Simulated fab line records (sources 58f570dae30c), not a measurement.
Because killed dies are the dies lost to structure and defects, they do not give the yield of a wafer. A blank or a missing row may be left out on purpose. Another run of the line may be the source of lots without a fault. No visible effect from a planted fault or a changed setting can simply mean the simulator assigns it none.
What tool caused it? | flow berkeley-cmos170 | 11 lots, 33 wafers sampled, at 5 steps of a route of 331

## WHAT THE GAUGES SHOWED, per wafer
UCB170_PWELL_THK_MEAS_06. Usual: PWELL_NITRIDE_THK typically reads 219.7 nm, with standard deviation 2.2.
lot  | measured    | on            | PWELL_NITRIDE_THK (nm) | flag
L159 | day 3 01:54 | film-metro-04 | 221.0 221.0 218.6      |
L160 | day 3 18:17 | film-metro-03 | 215.5 215.5 217.3      |
L161 | day 3 18:17 | film-metro-04 | 217.1 216.8 217.0      |
L162 | day 3 18:22 | film-metro-04 | 216.6 217.2 219.1      |
L163 | day 4 02:32 | film-metro-03 | 217.5 217.8 217.9      |
L164 | day 4 16:11 | film-metro-04 | 216.6 214.6 215.8      |
L165 | day 4 22:25 | film-metro-04 | 221.3 223.1 222.9      |
L166 | day 4 22:25 | film-metro-03 | 222.3 220.9 221.1      |
L167 | day 5 03:23 | film-metro-03 | 220.0 221.2 218.6      |
L174 | day 6 14:44 | film-metro-04 | 221.1 220.7 223.8      |
L175 | day 6 14:45 | film-metro-03 | 222.2 222.3 222.9      |

UCB170_PWELL_OVL_MEAS_13. Usual: PWELL_OVL typically reads -3 nm, with standard deviation 5.6.
lot  | measured    | on         | PWELL_OVL (nm) | flag
L159 | day 3 04:02 | overlay-01 | -2 -3 -1       |
L160 | day 3 20:01 | overlay-01 | -7 -4 -8       |
L161 | day 3 19:50 | overlay-02 | -6 -12 -11     |
L162 | day 3 20:18 | overlay-02 | 1 3 -7         |
L163 | day 4 03:58 | overlay-01 | -7 -3 4        |
L164 | day 4 17:40 | overlay-02 | 5 -5 -4        |
L165 | day 4 23:39 | overlay-02 | -10 -10 -4     |
L166 | day 5 00:34 | overlay-01 | 4 -4 4         |
L167 | day 5 04:54 | overlay-02 | 9 6 -3         |
L174 | day 6 15:49 | overlay-02 | -7 1 1         |
L175 | day 6 16:00 | overlay-01 | -6 -3 -5       |

UCB170_SCREENOX_THK_MEAS_02. Usual: SCREENOX_OXIDE_THK typically reads 14.3 nm, with standard deviation 0.32.
lot  | measured    | on            | SCREENOX_OXIDE_THK (nm) | flag
L159 | day 6 09:04 | film-metro-02 | 14.0 14.0 14.3          |
L160 | day 6 22:31 | film-metro-02 | 14.4 14.5 14.3          |
L161 | day 6 22:31 | film-metro-04 | 14.4 14.7 14.6          |
L162 | day 6 22:35 | film-metro-02 | 14.4 14.5 14.5          |
L163 | day 6 22:32 | film-metro-03 | 14.2 14.2 14.3          |
L164 | day 7 16:32 | film-metro-02 | 14.5 14.2 14.4          |
L165 | day 8 02:27 | film-metro-03 | 13.9 14.0 14.1          |
L166 | day 8 02:28 | film-metro-04 | 14.5 14.7 14.3          |
L167 | day 8 02:27 | film-metro-02 | 14.4 14.7 14.7          |
L174 | day 9 11:04 | film-metro-02 | 9.7 9.6 9.7             | OFF
L175 | day 9 11:05 | film-metro-03 | 9.8 10.0 10.0           | OFF

## WHICH TOOL RAN EACH LOT (tool, then ch and the chambers of the sampled wafers, then the start)
lot  | UCB170_PFIELD_STRIP_08              | UCB170_SCREENOX_OXIDATION_01
L159 | plasma-asher-04 ch 0,1, day 5 01:01 | furnace-01 ch 0, day 6 07:23
L160 | plasma-asher-04 ch 0,1, day 5 13:43 | furnace-01 ch 0, day 6 20:50
L161 | plasma-asher-04 ch 0,1, day 5 13:27 | furnace-01 ch 0, day 6 20:50
L162 | plasma-asher-01 ch 0,1, day 5 13:43 | furnace-01 ch 0, day 6 20:50
L163 | plasma-asher-04 ch 0,1, day 5 14:27 | furnace-01 ch 0, day 6 20:50
L164 | plasma-asher-01 ch 0,1, day 6 05:30 | furnace-04 ch 0, day 7 14:52
L165 | plasma-asher-04 ch 0,1, day 6 15:20 | furnace-02 ch 0, day 8 00:47
L166 | plasma-asher-04 ch 0,1, day 6 15:52 | furnace-02 ch 0, day 8 00:47
L167 | plasma-asher-03 ch 0, day 6 22:01   | furnace-02 ch 0, day 8 00:47
L174 | plasma-asher-04 ch 0, day 8 05:04   | furnace-01 ch 0, day 9 09:23
L175 | plasma-asher-04 ch 0,1, day 8 05:23 | furnace-01 ch 0, day 9 09:23
- UCB170_PFIELD_STRIP_08: strips in O2.
- UCB170_SCREENOX_OXIDATION_01: target thk 14.4 nm, ox time 2400 s.

## AS READ BY THE TOOLS THEMSELVES (means over the sampled wafers that have a number; for cases with no such wafer, the mark the record gives instead)
UCB170_PFIELD_STRIP_08. Usual: drypump-motor-current-A 6.01 A, standard deviation 0.26; oes-product-au 0.734 a.u., standard deviation 0.0047; strip-time-to-endpoint-s 21.62 s, standard deviation 0.06.
lot  | tool            | drypump-motor-current-A (A) | oes-product-au (a.u.) | strip-time-to-endpoint-s (s) | flag
L159 | plasma-asher-04 | 5.94                        | 0.730                 | 21.58                        |
L160 | plasma-asher-04 | 5.81                        | 0.731                 | 21.61                        |
L161 | plasma-asher-04 | 5.81                        | 0.738                 | 21.60                        |
L162 | plasma-asher-01 | 6.31                        | 0.738                 | 21.53                        |
L163 | plasma-asher-04 | 5.90                        | 0.735                 | 21.66                        |
L164 | plasma-asher-01 | 6.30                        | 0.735                 | 21.64                        |
L165 | plasma-asher-04 | 5.81                        | 0.736                 | 21.64                        |
L166 | plasma-asher-04 | 5.92                        | 0.734                 | 21.61                        |
L167 | plasma-asher-03 | 6.44                        | 0.734                 | 21.65                        |
L174 | plasma-asher-04 | 5.74                        | 0.735                 | 21.64                        |
L175 | plasma-asher-04 | 5.80                        | 0.732                 | 21.54                        |

UCB170_SCREENOX_OXIDATION_01. Usual: spike-tc-centre-C 902.1 C, standard deviation 0.96; spike-tc-load-C 925.3 C, standard deviation 1.2; spike-tc-source-C 925.8 C, standard deviation 3; tube-center-temp-C 900 C, standard deviation 0.085; tube_center_temp_C_max 902.3, standard deviation 0.38.
lot  | tool       | spike-tc-centre-C (C) | spike-tc-load-C (C) | spike-tc-source-C (C) | tube-center-temp-C (C) | tube_center_temp_C_max | flag
L159 | furnace-01 | 901.6                 | 926.4               | 928.2                 | 900                    | 902.4                  |
L160 | furnace-01 | 902.1                 | 926.0               | 927.4                 | 900                    | 902.1                  |
L161 | furnace-01 | 901.8                 | 925.0               | 928.4                 | 900                    | 902.7                  |
L162 | furnace-01 | 901.4                 | 926.0               | 927.5                 | 900                    | 902.3                  |
L163 | furnace-01 | 901.7                 | 926.1               | 927.1                 | 900                    | 902.3                  |
L164 | furnace-04 | 903.2                 | 928.7               | 923.8                 | 900                    | 902.5                  |
L165 | furnace-02 | 901.8                 | 924.4               | 921.1                 | 900                    | 902.1                  |
L166 | furnace-02 | 901.3                 | 924.2               | 923.1                 | 900                    | 902.6                  |
L167 | furnace-02 | 901.9                 | 925.0               | 923.3                 | 900                    | 902.2                  |
L174 | furnace-01 | 870.3                 | 892.9               | 895.4                 | 868                    | 870.4                  | OFF
L175 | furnace-01 | 870.2                 | 892.7               | 894.7                 | 868                    | 870.2                  | OFF

## THE ANSWER, worked out from the rows above alone
Rule: a lot is off if the mean of its wafers that have a number lies more than 3 standard deviations from the usual mean. A lot without any number at a reading at which 4 lots or more have one is off too. The other lots that the step has rows for count as sound. First the gauges in route order, then the tools' own readings, where a lot's mean is used as printed above. The first step at which some lot is off is used, and at that step the reading that is off furthest; a lot without a number counts as furthest.
Off: L174, L175, at UCB170_SCREENOX_THK_MEAS_02 (SCREENOX_OXIDE_THK).
A tool fits if, at a process step before that reading, it ran every lot that is off, and no sound lot after the first of them. The gauges at UCB170_SCREENOX_THK_MEAS_02 aren't tried: what is off there is off at UCB170_SCREENOX_OXIDATION_01 too, on other tools, and a gauge's error can't cause that. 2 tools fit, plasma-asher-04 at UCB170_PFIELD_STRIP_08 and furnace-01 at UCB170_SCREENOX_OXIDATION_01, so this cannot tell which one it is.

## WHAT THE SIMULATOR HAD PUT IN
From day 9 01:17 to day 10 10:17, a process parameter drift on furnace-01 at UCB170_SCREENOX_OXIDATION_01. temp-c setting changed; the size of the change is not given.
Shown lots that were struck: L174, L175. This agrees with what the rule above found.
